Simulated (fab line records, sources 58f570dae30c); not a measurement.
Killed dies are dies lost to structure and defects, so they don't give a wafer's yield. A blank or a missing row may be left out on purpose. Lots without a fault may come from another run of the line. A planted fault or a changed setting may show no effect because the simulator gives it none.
A struck lot beside a sound one | flow berkeley_cmos170 | 14 steps out of a route of 331
Sound: wafers L463.3, L463.5, L463.6. Struck: wafers L446.3, L446.4, L446.5. The cause comes at the end.
At each step with rows: each side's tool, then ch and its chambers, then its first start. Under that, the readings that differ: sound wafers | struck wafers | difference of the means | sigmas: that difference in standard deviations of wafers without a fault.
alike: readings whose means differ by less than 2 such deviations, and words and numbers that are the same on both sides. not compared: withheld readings, readings that some wafer has no value for, bounds like >300 that may hide the same value, and numbers for which the record gives no deviation and whose values overlap.
The two part at a step that has a row with sigmas, a row that says differs or no value, or rows on one side only. Numbers that don't overlap but have no deviation are shown without sigmas and don't part them. A reading that every wafer of one side lacks parts them only if that side has two wafers or more.

UCB170_SILICIDE_RS_MEAS_02: measures by four-point-probe.
  sound on film_metro-04, day 11 23:52; struck on film_metro-04, day 9 06:16
  reading                 | sound          | struck         | difference | sigmas
  SILICIDE_TI_RS (ohm/sq) | 25.7 25.8 25.8 | 26.6 26.4 26.6 | +0.8       | +2
UCB170_SILICIDE_THK_MEAS_03: measures by xrf.
  sound on film_metro-04, day 11 23:58; struck on film_metro-04, day 9 06:22
  reading              | sound          | struck         | difference | sigmas
  SILICIDE_TI_THK (nm) | 30.8 30.5 30.7 | 29.8 30.0 29.7 | -0.8       | -2
UCB170_SILICIDE_RTA_04: time 15 s.
  sound on rtp_anneal-02 ch 0, day 12 00:02; struck on rtp_anneal-01 ch 0, day 9 06:28
  alike: anneal_temp_c_max, chamber_o2_ppm, lamp_power_pct, wafer_temp_C_max
then, 3 steps without rows for these wafers: UCB170_SILICIDE_WET_ETCH_05 (etches Ti in SPM, time 45 s); UCB170_CONTACT_CLEAN_00 (cleans in SPM, time 600 s); UCB170_CONTACT_CVD_01 (deposits PSG from SiH4/O2/PH3, target thk 700 nm, time 2820 s).
UCB170_CONTACT_THK_MEAS_02:
  sound on film_metro-02, day 12 03:10; struck on film_metro-04, day 9 08:59
  reading              | sound       | struck      | difference | sigmas
  CONTACT_PSG_THK (nm) | 691 695 697 | 704 711 709 | +14        | +2
then, 3 steps without rows for these wafers: UCB170_CONTACT_HMDS_03 (prime time 60 s); UCB170_CONTACT_COAT_04 (resist thk 900 nm); UCB170_CONTACT_SOFTBAKE_05 (time 60 s).
UCB170_CONTACT_STRIP_06: strips in O2.
  sound on plasma_asher-03 ch 0,1, day 12 03:41; struck on plasma_asher-04 ch 0,1, day 9 09:54
  alike: drypump_motor_current_A, oes_product_au, strip_time_to_endpoint_s
  not compared: rf_hours_counter_h
then, 1 step without rows for these wafers: UCB170_CONTACT_CLEAN_07 (cleans in SPM, time 600 s).
UCB170_CONTACT_RTA_08: time 10 s.
  sound on rtp_anneal-02 ch 0, day 12 03:57; struck on rtp_anneal-02, day 9 10:19
  no value came back on the struck wafers for anneal_temp_c_max, chamber_o2_ppm, lamp_power_pct (%), wafer_temp_C_max; on the sound wafers anneal_temp_c_max reads 903.5 903.3 902.4
then, 1 step without rows for these wafers: UCB170_CONTACT_COAT_09.

WHERE THEY PART
First at UCB170_SILICIDE_RS_MEAS_02; last, within this record, at UCB170_CONTACT_RTA_08.

WHY: what the simulator had put in
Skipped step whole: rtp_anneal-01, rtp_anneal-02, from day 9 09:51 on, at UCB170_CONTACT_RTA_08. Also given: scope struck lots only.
